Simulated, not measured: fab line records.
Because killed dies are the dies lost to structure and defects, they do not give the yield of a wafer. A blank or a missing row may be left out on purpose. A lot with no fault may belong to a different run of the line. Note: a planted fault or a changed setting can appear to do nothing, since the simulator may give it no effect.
Which of the tools did it? ; flow ritCmos ; 14 lots (42 wafers sampled), 1 step of a 202-step route

== WHAT THE GAUGES SHOWED, per wafer ==
Not one reading of a measure or inspect step in the record can be checked against a usual standard deviation.

== WHICH TOOL RAN EACH LOT (tool, then ch and the chambers of the sampled wafers, then the start) ==
lot;RIT_PWELL_PEB_04
L402;lithoTrack-03 ch 0, day 1 21:52
L406;lithoTrack-02 ch 0, day 2 17:32
L407;lithoTrack-01 ch 0, day 2 22:31
L408;lithoTrack-03 ch 0, day 3 05:16
L412;lithoTrack-02 ch 0, day 3 23:32
L413;lithoTrack-02 ch 0, day 4 04:46
L414;lithoTrack-01 ch 0, day 4 10:26
L416;lithoTrack-02 ch 0, day 4 21:26
L417;lithoTrack-03 ch 0, day 5 00:53
L419;lithoTrack-03 ch 0, day 5 10:50
L420;lithoTrack-03, day 5 16:43
L421;lithoTrack-03, day 5 20:28
L424;lithoTrack-02 ch 0, day 6 12:41
L425;lithoTrack-01 ch 0, day 6 16:38
- RIT_PWELL_PEB_04

== WHAT THE TOOLS THEMSELVES READ (means of the sampled wafers that have a number; where no wafer has one, the mark that the record gives instead) ==
RIT_PWELL_PEB_04.
lot;tool;exhaustPa (Pa)
L402;lithoTrack-03;45.1
L406;lithoTrack-02;44.4
L407;lithoTrack-01;44.7
L408;lithoTrack-03;43.9
L412;lithoTrack-02;44.2
L413;lithoTrack-02;44.9
L414;lithoTrack-01;45.9
L416;lithoTrack-02;46.2
L417;lithoTrack-03;44.9
L419;lithoTrack-03;45.0
L420;lithoTrack-03;-
L421;lithoTrack-03;-
L424;lithoTrack-02;43.6
L425;lithoTrack-01;44.7

== THE ANSWER, worked out from the rows above alone ==
Rule: usual is defined by the lots themselves. Put in order of their means at a reading, lots are off if they are a third of the lots or fewer, leave a main group of 4 or more, and stand apart from it by a gap of 3 or more times the standard deviation of the main group's means; of several such gaps the widest counts. A main group is skipped when, at the precision printed for the reading in the tables above, its means are all equal. A lot without any number at a reading at which 4 lots or more have one is off too. Any other lot the step has rows for is counted as sound. After the gauges, taken in route order, come the tools' own readings; for these a lot's mean is taken, as printed above. The first step at which some lot is off is used, and at that step the reading that is off furthest; a lot without a number counts as furthest.
Off: L420, L421 (RIT_PWELL_PEB_04, exhaustPa). Without a number there: L420, L421. The main group: mean 44.8 Pa, standard deviation 0.71.
A tool fits if, at that step or a process step before it, it ran every lot that is off, and no sound lot after the first of them. One candidate fits, namely lithoTrack-03 at RIT_PWELL_PEB_04. Its last sound lot is L419 (day 5 10:50), its first lot that is off L420 (day 5 16:43): a fault that began between those two fits.
Blank at RIT_PWELL_PEB_04 on the lots that are off, where sound lots have numbers: exhaustPa.

== WHAT THE SIMULATOR PUT IN ==
Whole step skipped at RIT_PWELL_PEB_04 on lithoTrack-03, starting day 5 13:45. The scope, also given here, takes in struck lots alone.
Struck lots among those shown: L420, L421. This agrees with what the rule above found.
